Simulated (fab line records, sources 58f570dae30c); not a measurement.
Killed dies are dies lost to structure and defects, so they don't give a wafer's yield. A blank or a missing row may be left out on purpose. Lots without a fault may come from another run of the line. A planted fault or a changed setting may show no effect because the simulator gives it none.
Which tool did it? | flow berkeley_cmos170 | 14 lots, 42 wafers sampled, at 3 steps of a route of 331

WHAT THE GAUGES READ, wafer by wafer
UCB170_WELLDRIVE_THK_MEAS_02.
lot  | measured    | on            | WELLDRIVE_OXIDE_THK (nm)
L356 | day 4 01:55 | film_metro-01 | 198 197 199
L355 | day 4 01:55 | film_metro-02 | 200 200 199
L361 | day 5 02:19 | film_metro-01 | 207 203 201
L363 | day 5 15:40 | film_metro-04 | 195 194 196
L364 | day 6 04:37 | film_metro-02 | 200 201 198
L366 | day 6 11:13 | film_metro-02 | 197 196 197
L367 | day 6 11:13 | film_metro-01 | 198 193 190
L369 | day 6 22:59 | film_metro-02 | 194 193 191
L368 | day 6 22:59 | film_metro-04 | 195 192 192
L371 | day 7 05:31 | film_metro-01 | 199 197 196
L377 | day 8 06:21 | film_metro-02 | 204 199 199
L375 | day 8 06:22 | film_metro-04 | 192 195 193
L376 | day 8 12:36 | film_metro-02 | 202 201 200
L374 | day 8 12:37 | film_metro-01 | 195 195 197

UCB170_SACOX_THK_MEAS_02.
lot  | measured     | on            | SACOX_OXIDE_THK (nm)
L356 | day 6 08:18  | film_metro-02 | 14.10 13.80 14.11
L355 | day 6 08:19  | film_metro-01 | 14.08 14.48 14.37
L361 | day 7 08:34  | film_metro-04 | 14.46 14.49 14.33
L363 | day 7 22:04  | film_metro-02 | 14.38 14.09 14.37
L364 | day 8 02:52  | film_metro-04 | 14.30 14.36 14.41
L366 | day 8 02:55  | film_metro-04 | 14.38 14.34 14.46
L367 | day 8 02:53  | film_metro-02 | 14.07 14.14 14.03
L369 | day 9 00:02  | film_metro-02 | 14.11 14.36 14.50
L368 | day 8 23:59  | film_metro-02 | 14.54 14.43 14.45
L371 | day 9 05:33  | film_metro-01 | 13.98 14.15 14.26
L377 | day 10 02:15 | film_metro-01 | 14.38 14.57 14.27
L375 | day 10 02:20 | film_metro-01 | 14.08 14.07 14.29
L376 | day 10 09:37 | film_metro-04 | 14.54 13.91 14.09
L374 | day 10 09:38 | film_metro-02 | 14.19 14.16 14.15

UCB170_GATE_CD_MEAS_12: target cd 350 nm.
lot  | measured     | on        | cd_nm (nm)
L356 | day 7 16:48  | cd_sem-01 | 350.4 349.8 351.2
L355 | day 7 17:04  | cd_sem-01 | 350.3 349.9 350.2
L361 | day 8 17:20  | cd_sem-02 | 350.4 350.0 349.7
L363 | day 9 00:13  | cd_sem-02 | 350.7 349.0 349.7
L364 | day 9 07:22  | cd_sem-01 | 346.7 347.1 345.9
L366 | day 9 07:04  | cd_sem-02 | 348.1 348.8 347.2
L367 | day 9 06:57  | cd_sem-02 | 351.8 350.8 351.4
L369 | day 10 06:59 | cd_sem-01 | 351.5 351.5 351.0
L368 | day 10 06:32 | cd_sem-01 | 347.8 347.8 348.6
L371 | day 10 06:47 | cd_sem-01 | 350.6 348.8 350.3
L377 | day 11 08:17 | cd_sem-01 | 352.5 352.5 352.7
L375 | day 11 08:57 | cd_sem-01 | 351.7 351.8 351.6
L376 | day 11 12:34 | cd_sem-01 | 349.2 350.2 349.8
L374 | day 11 12:52 | cd_sem-01 | 350.4 352.6 350.8

WHICH TOOL RAN EACH LOT (tool, then ch and the chambers of the sampled wafers, then the start)
The record holds no process step before these readings.

WHAT THE TOOLS THEMSELVES READ (means of the sampled wafers that have a number; where no wafer has one, the mark that the record gives instead)
The record holds no such reading with a usual standard deviation.

THE ANSWER, worked out from the rows above alone
Rule: what is usual is taken from the lots themselves. Put in order of their means at a reading, lots are off if they are a third of the lots or fewer, leave a main group of 4 or more, and stand apart from it by a gap of 3 or more times the standard deviation of the main group's means; of several such gaps the widest counts. A main group whose means are all the same, to the digits that the tables above print for the reading, isn't used. A lot without any number at a reading at which 4 lots or more have one is off too. The other lots that the step has rows for count as sound. The gauges are gone through in route order, then the tools' own readings, and for those a lot's mean is taken as printed above. The first step at which some lot is off is used, and at that step the reading that is off furthest; a lot without a number counts as furthest.
No lot is off at any reading shown: from this, nothing can be told.

WHAT THE SIMULATOR HAD PUT IN
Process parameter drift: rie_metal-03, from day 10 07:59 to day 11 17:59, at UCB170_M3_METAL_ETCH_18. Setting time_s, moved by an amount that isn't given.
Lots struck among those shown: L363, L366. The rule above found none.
